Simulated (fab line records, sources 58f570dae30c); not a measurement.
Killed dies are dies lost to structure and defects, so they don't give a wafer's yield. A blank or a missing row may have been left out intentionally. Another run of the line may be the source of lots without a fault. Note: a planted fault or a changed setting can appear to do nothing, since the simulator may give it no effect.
Chamber matching | flow berkeley_cmos170 | UCB170_ZERO_ETCH_06 on rie_diel-04: 4 sister chambers
The step etches SiO2 in CHF3/CF4/Ar, time 12 s. 14 wafers are shown with their chamber, then 7 later ones without.

## WAFERS PAIRED WITH THEIR CHAMBERS
wafer  | chamber | throttle_valve_pct (%) | oes_product_au (a.u.) | chamber_pressure_mTorr (mTorr)
L533.1 | 0       | 9.24                   | 0.641                 | 100.04
L533.4 | 3       | 9.10                   | 0.606                 | 99.95
L533.5 | 3       | 9.09                   | 0.605                 | 99.98
L536.1 | 3       | 9.10                   | 0.604                 | 99.97
L536.2 | 2       | 9.45                   | 0.608                 | 100.11
L536.4 | 0       | 9.22                   | 0.641                 | 99.99
L537.1 | 0       | 9.22                   | 0.635                 | 99.93
L537.5 | 2       | 9.45                   | 0.614                 | 100.00
L537.6 | 3       | 9.09                   | 0.616                 | 100.10
L543.1 | 1       | 9.33                   | 0.629                 | 100.04
L543.2 | 0       | 9.24                   | 0.637                 | 99.98
L543.4 | 3       | 9.08                   | 0.610                 | 100.15
L551.2 | 0       | 9.23                   | 0.633                 | 100.08
L551.4 | 3       | 9.10                   | 0.603                 | 99.97

SIGNATURES, as means of the wafers listed above
reading                | chamber 0 | chamber 1 | chamber 2 | chamber 3 | scatter within a chamber
throttle_valve_pct     | 9.2300    | 9.3300    | 9.4500    | 9.0933    | 0.00856
oes_product_au         | 0.63740   | 0.62900   | 0.61100   | 0.60733   | 0.00434
chamber_pressure_mTorr | 100.0040  | 100.0400  | 100.0550  | 100.0200  | 0.0736
Rule: for each reading, subtract the chamber's mean from the wafer's reading, divide by that reading's scatter and square the result; add these up over the readings and take the root, which gives the wafer's distance from the chamber. If the next closest chamber is less than 2 further off than the closest, the wafer can't be placed; otherwise it belongs to the closest. The scatter is the square root of a quotient: the sum, over the shown wafers, of each reading's squared deviation from its chamber's mean, divided by wafers minus chambers.

## WAFERS MISSING THEIR CHAMBER
wafer  | throttle_valve_pct (%) | oes_product_au (a.u.) | chamber_pressure_mTorr (mTorr)
L551.5 | 9.09                   | 0.606                 | 99.98
L553.2 | 9.44                   | 0.609                 | 99.99
L553.3 | 9.35                   | 0.617                 | 99.91
L553.5 | 9.35                   | 0.627                 | 99.95
L554.1 | 9.44                   | 0.613                 | 100.14
L554.2 | 9.35                   | 0.628                 | 100.07
L554.6 | 9.24                   | 0.642                 | 99.98

## CHAMBER TAKEN BY EACH
wafer  | from the rows above | in truth
L551.5 | 3                   | 3
L553.2 | 2                   | 2
L553.3 | 1                   | 1
L553.5 | 1                   | 1
L554.1 | 2                   | 2
L554.2 | 1                   | 1
L554.6 | 0                   | 0
7 of 7 placed correctly. Number that these rows cannot place: 0. Wrongly placed: 0.
